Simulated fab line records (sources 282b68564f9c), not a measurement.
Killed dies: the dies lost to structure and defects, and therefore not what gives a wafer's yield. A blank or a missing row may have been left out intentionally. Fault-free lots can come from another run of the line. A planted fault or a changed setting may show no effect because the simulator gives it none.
fab line records ; flow rit_cmos ; part 2 of 2: steps 33 to 44 of 44
record: lots: 5; wafers: 15; last_day: 8
route steps=202 shown NSD@137 PSD@142 SDANNEAL@153 PLDD@159 NLDD@160 SILICIDE@161 CONTACT@168
lots that met no fault: from a run of the same line without faults
start_h: start of the lot's first displayed wafer, in hours after the record's first day ; wait_h: time in hours since the lot's previous step ; " same as the row above ; L1.1+2: one row covering several wafers at once ; - value missing, or start not given ; * or withheld: withheld ; < > ~ a bound
route shown NAME@n: a module of which the file shows steps, and the number in the route of the first ; usual: mean/standard deviation taken from wafers without a fault ; same: alike in all rows ; chamber/n: place in a boat ; sites: per-site readings ; _std_site: standard deviation of those values ; _edge_site: mean of outer sites minus mean of inner sites ; radius_mm: how far each site lies from the wafer's centre ; mask NAME#n: copy n ; behind: the most recent tool/chamber to have shaped the wafer ; hold: reason for holding the lot/hours on hold/outcome of the hold ; device: whichever transistor did not switch (one of n, p or np) ; end of line: the tests these same wafers got at the end of their route ; for a step that has no rows: nothing shown but its recipe ; killed: at the first sort, the dies lost to defects and structure; wafer yield is something else ; map: shows each die of a wafer: x if killed, . if not, _ if none is there
set.NAME: the setting that was run; set.NAME@STEP: the one run at that earlier step ; model.NAME: the simulator's own value behind a step, which no gauge read
lots seen at some steps along the route; tables by step, rows by wafer
services: when a tool's chamber went out of use (start_h, in hours from the record's first day, below 0 if earlier), for how many hours, and the reason
== steps ==
step: RIT_CONTACT_THK_MEAS_01
recipe: reads: SiO2_of_CONTACT_CVD_00
usual: CONTACT_TEOS_THK: 401/4.8
lot.wafer;tool;chamber;start_h;wait_h;CONTACT_TEOS_THK[nm]
L080.2;film_metro-02;-;87.23;0.0;393
L080.4;film_metro-02;-;87.23;0.0;400
L080.6;film_metro-02;-;87.23;0.0;401
L081.2;film_metro-04;-;92.72;0.0;400
L081.5;film_metro-04;-;92.72;0.0;404
L081.6;film_metro-04;-;92.72;0.0;410
L090.4;film_metro-01;-;135.83;0.0;400
L090.5;film_metro-01;-;135.83;0.0;399
L090.6;film_metro-01;-;135.83;0.0;404
L091.2;film_metro-04;-;139.47;0.0;397
L091.5;film_metro-04;-;139.47;0.0;399
L091.6;film_metro-04;-;139.47;0.0;394
L096.2;film_metro-02;-;176.40;0.0;401
L096.4;film_metro-02;-;176.40;0.0;403
L096.5;film_metro-02;-;176.40;0.0;402
step: RIT_CONTACT_HMDS_02
recipe: prime_time_s: 60; prime_temp_c: 140
lot.wafer;tool;chamber;start_h;wait_h
L080.2+4+6;litho_track-04;0;87.30;0.1
L081.2+5+6;litho_track-02;0;92.80;0.1
L090.4+5+6;litho_track-01;0;135.93;0.1
L091.2+5+6;litho_track-01;0;139.54;0.1
L096.2+4+5;litho_track-04;0;176.47;0.1
step: RIT_CONTACT_COAT_03
recipe: resist: NOVOLAK; spin_rpm: 3250; resist_thk_nm: 1000
lot.wafer;tool;chamber;start_h;wait_h
L080.2+4+6;litho_track-04;0;87.45;0.1
L081.2+5+6;litho_track-02;0;92.95;0.1
L090.4+5+6;litho_track-01;0;136.08;0.1
L091.2+5+6;litho_track-01;0;139.69;0.1
L096.2+4+5;litho_track-04;0;176.62;0.1
step: RIT_CONTACT_SOFTBAKE_04
recipe: resist: NOVOLAK; temp_c: 90; time_s: 60
lot.wafer;tool;chamber;start_h;wait_h
L080.2+4+6;litho_track-04;0;87.60;0.1
L081.2+5+6;litho_track-02;0;93.10;0.1
L090.4+5+6;litho_track-01;0;136.23;0.1
L091.2+5+6;litho_track-01;0;139.84;0.1
L096.2+4+5;litho_track-04;0;176.77;0.1
step: RIT_CONTACT_EXPOSE_05
recipe: mask_id: M11; na: 0.6; source_shape: conventional; sigma_outer: 0.5; target_cd_nm: 1000; dose_mj: 250
usual: focus_offset_nm: 0.0/0.5
lot.wafer;tool;chamber;start_h;wait_h;mask;focus_offset_nm
L080.2;iline_stepper-02;0;87.87;0.2;M11#0;-0.3
L080.4;iline_stepper-02;0;87.87;0.2;M11#0;-0.2
L080.6;iline_stepper-02;0;87.87;0.2;M11#0;-0.2
L081.2;iline_stepper-01;0;93.37;0.2;M11#0;0.0
L081.5;iline_stepper-01;0;93.37;0.2;M11#0;0.5
L081.6;iline_stepper-01;0;93.37;0.2;M11#0;0.1
L090.4;iline_stepper-02;0;136.36;0.1;M11#0;-0.5
L090.5;iline_stepper-02;0;136.36;0.1;M11#0;-0.2
L090.6;iline_stepper-02;0;136.36;0.1;M11#0;-0.4
L091.2;iline_stepper-02;0;139.99;0.1;M11#0;0.8
L091.5;iline_stepper-02;0;139.99;0.1;M11#0;0.3
L091.6;iline_stepper-02;0;139.99;0.1;M11#0;-0.1
L096.2;iline_stepper-01;0;177.04;0.2;M11#0;0.6
L096.4;iline_stepper-01;0;177.04;0.2;M11#0;0.6
L096.5;iline_stepper-01;0;177.04;0.2;M11#0;0.6
step: RIT_CONTACT_PEB_06
recipe: resist: NOVOLAK; temp_c: withheld; time_s: withheld
lot.wafer;tool;chamber;start_h;wait_h
L080.2+4+6;litho_track-01;0;88.00;0.1
L081.2+5+6;litho_track-02;0;93.49;0.1
L090.4+5+6;litho_track-02;0;136.50;0.1
L091.2+5+6;litho_track-02;0;140.11;0.1
L096.2+4+5;litho_track-04;0;177.16;0.1
step: RIT_CONTACT_DEVELOP_07
recipe: resist: NOVOLAK; develop_time_s: 120; dev_temp_c: 23
lot.wafer;tool;chamber;start_h;wait_h
L080.2+4+6;litho_track-01;0;-;-
L081.2+5+6;litho_track-02;0;-;-
L090.4+5+6;litho_track-02;0;-;-
L091.2+5+6;litho_track-02;0;-;-
L096.2+4+5;litho_track-04;0;-;-
step: RIT_CONTACT_CD_MEAS_08
recipe: target_cd_nm: 1000
usual: cd_nm: 1000.5/2.1
lot.wafer;tool;chamber;start_h;wait_h;cd_nm
L080.2;cd_sem-01;-;88.39;-;1001.4
L080.4;cd_sem-01;-;88.39;-;1000.4
L080.6;cd_sem-01;-;88.39;-;1002.5
L081.2;cd_sem-02;-;93.89;-;1000.1
L081.5;cd_sem-02;-;93.89;-;1001.6
L081.6;cd_sem-02;-;93.89;-;1003.7
L090.4;cd_sem-01;-;136.88;-;1002.3
L090.5;cd_sem-01;-;136.88;-;1001.1
L090.6;cd_sem-01;-;136.88;-;1001.8
L091.2;cd_sem-01;-;140.50;-;1003.4
L091.5;cd_sem-01;-;140.50;-;1000.5
L091.6;cd_sem-01;-;140.50;-;1002.5
L096.2;cd_sem-02;-;177.56;-;999.2
L096.4;cd_sem-02;-;177.56;-;999.2
L096.5;cd_sem-02;-;177.56;-;999.7
step: RIT_CONTACT_OVL_MEAS_09
usual: CONTACT_OVL: 1.2/1.5
lot.wafer;tool;chamber;start_h;wait_h;CONTACT_OVL[nm]
L080.2;overlay-01;-;88.50;0.1;1.4
L080.4;overlay-01;-;88.50;0.1;0.4
L080.6;overlay-01;-;88.50;0.1;2.3
L081.2;overlay-01;-;93.99;0.1;-2.0
L081.5;overlay-01;-;93.99;0.1;-1.4
L081.6;overlay-01;-;93.99;0.1;-1.8
L090.4;overlay-02;-;136.96;0.1;0.5
L090.5;overlay-02;-;136.96;0.1;1.2
L090.6;overlay-02;-;136.96;0.1;1.2
L091.2;overlay-02;-;140.61;0.1;1.1
L091.5;overlay-02;-;140.61;0.1;0.9
L091.6;overlay-02;-;140.61;0.1;1.6
L096.2;overlay-02;-;177.67;0.1;2.8
L096.4;overlay-02;-;177.67;0.1;2.9
L096.5;overlay-02;-;177.67;0.1;3.2
step: RIT_CONTACT_HARDBAKE_10
recipe: resist: NOVOLAK; temp_c: 140; time_s: 60
lot.wafer;tool;chamber;start_h;wait_h
L080.2+4+6;litho_track-01;0;88.55;0.0
L081.2+5+6;litho_track-01;0;94.05;0.0
L090.4+5+6;litho_track-04;0;137.22;0.3
L091.2+5+6;litho_track-02;0;140.67;0.0
L096.2+4+5;litho_track-01;0;177.73;0.1
step: RIT_CONTACT_ETCH_11
recipe: target_depth_a: 4800; over_etch_frac: 0.2; stop_on: TiSi2; chemistry: CHF3/CF4/Ar; target: SiO2; CHF3_flow_sccm: 50; cf4_flow_sccm: 10; Ar_flow_sccm: 100; O2_flow_sccm: 5; pressure_mtorr: 100; rf_w: 200; time_s: 320
usual: cf4_flow_sccm: 9.998/0.027; drypump_motor_current_A: 5.9/0.63; oes_product_au: 0.992/0.015; throttle_valve_pct: 8.76/0.097
same: over_etch_frac: 0.2
lot.wafer;tool;chamber;start_h;wait_h;cf4_flow_sccm;drypump_motor_current_A;oes_product_au;rf_hours_counter_h;throttle_valve_pct
L080.2;rie_diel-01;2;88.68;0.1;9.989;4.6;0.968;16;8.74
L080.4;rie_diel-01;1;88.68;0.1;10.010;5.9;0.991;-;8.77
L080.6;rie_diel-01;2;88.68;0.1;9.990;4.6;0.970;-;8.71
L081.2;rie_diel-03;1;94.17;0.1;10.025;5.9;1.002;0;8.85
L081.5;rie_diel-03;3;94.17;0.1;9.973;5.9;0.975;-;8.63
L081.6;rie_diel-03;2;94.17;0.1;9.987;6.0;1.004;-;8.81
L090.4;rie_diel-03;1;137.29;0.1;10.008;5.9;0.998;1;8.85
L090.5;rie_diel-03;3;137.29;0.1;10.025;5.9;0.969;-;8.61
L090.6;rie_diel-03;2;137.29;0.1;10.038;6.0;1.000;-;8.79
L091.2;rie_diel-01;2;140.79;0.1;9.994;4.6;0.962;17;8.71
L091.5;rie_diel-01;2;140.79;0.1;10.012;4.6;0.970;-;8.71
L091.6;rie_diel-01;1;140.79;0.1;9.998;5.9;0.986;-;8.76
L096.2;rie_diel-03;2;177.85;0.1;10.021;6.0;0.998;47;8.79
L096.4;rie_diel-03;0;177.85;0.1;10.025;5.8;1.005;69;8.97
L096.5;rie_diel-03;3;177.85;0.1;10.012;5.9;0.980;-;8.61
step: RIT_CONTACT_STRIP_12
recipe: chemistry: O2; time_s: 180; resist: NOVOLAK; platen_temp_c: withheld; power_w: 500; pressure_mtorr: 4000; o2_flow_sccm: 4000
usual: drypump_motor_current_A: 5.8/0.53
lot.wafer;tool;chamber;start_h;wait_h;drypump_motor_current_A;rf_hours_counter_h
L080.2;plasma_asher-01;1;88.87;0.1;6.1;25
L080.4;plasma_asher-01;1;88.87;0.1;6.1;-
L080.6;plasma_asher-01;0;88.87;0.1;5.6;-
L081.2;plasma_asher-01;1;94.37;0.1;6.1;25
L081.5;plasma_asher-01;1;94.37;0.1;6.1;-
L081.6;plasma_asher-01;0;94.37;0.1;5.6;-
L090.4;plasma_asher-03;0;137.55;0.2;6.0;-
L090.5;plasma_asher-03;0;137.55;0.2;6.0;-
L090.6;plasma_asher-03;1;137.55;0.2;5.2;-
L091.2;plasma_asher-01;0;140.98;0.1;5.6;30
L091.5;plasma_asher-01;0;140.98;0.1;5.6;-
L091.6;plasma_asher-01;1;140.98;0.1;6.1;-
L096.2;plasma_asher-02;0;178.05;0.1;6.5;56
L096.4;plasma_asher-02;1;178.05;0.1;5.1;-
L096.5;plasma_asher-02;1;178.05;0.1;5.2;-
== services ==
tool;chamber;start_h;hours;kind
implanter-02;-;61.55;3.8;repair
pecvd-04;-;72.20;0.9;repair
rie_diel-03;0;85.92;16.2;repair
rie_diel-01;0;87.76;5.4;repair
implanter-03;-;89.53;3.3;repair
wet_bench-02;-;92.42;3.8;repair
pecvd-04;-;98.95;0.8;repair
iline_stepper-01;-;102.15;2.1;pm
implanter-01;-;103.66;2.6;repair
implanter-03;-;106.42;7.0;repair
plasma_asher-04;-;108.75;9.0;pm
implanter-02;-;110.98;1.2;repair
iline_stepper-02;-;119.40;4.4;pm
pecvd-03;-;123.13;0.9;repair
iline_stepper-01;-;123.84;5.2;repair
pecvd-04;-;128.57;6.0;pm
pecvd-04;-;148.83;2.4;repair
wet_bench-01;-;149.57;5.0;repair
pvd_sputter-04;-;151.10;10.1;repair
iline_stepper-02;-;153.64;2.1;pm
iline_stepper-02;-;155.72;-;consumable_replace:lamp
implanter-01;-;157.44;5.7;pm
pecvd-03;1;162.49;1.7;repair
rie_diel-03;2;170.21;1.3;repair
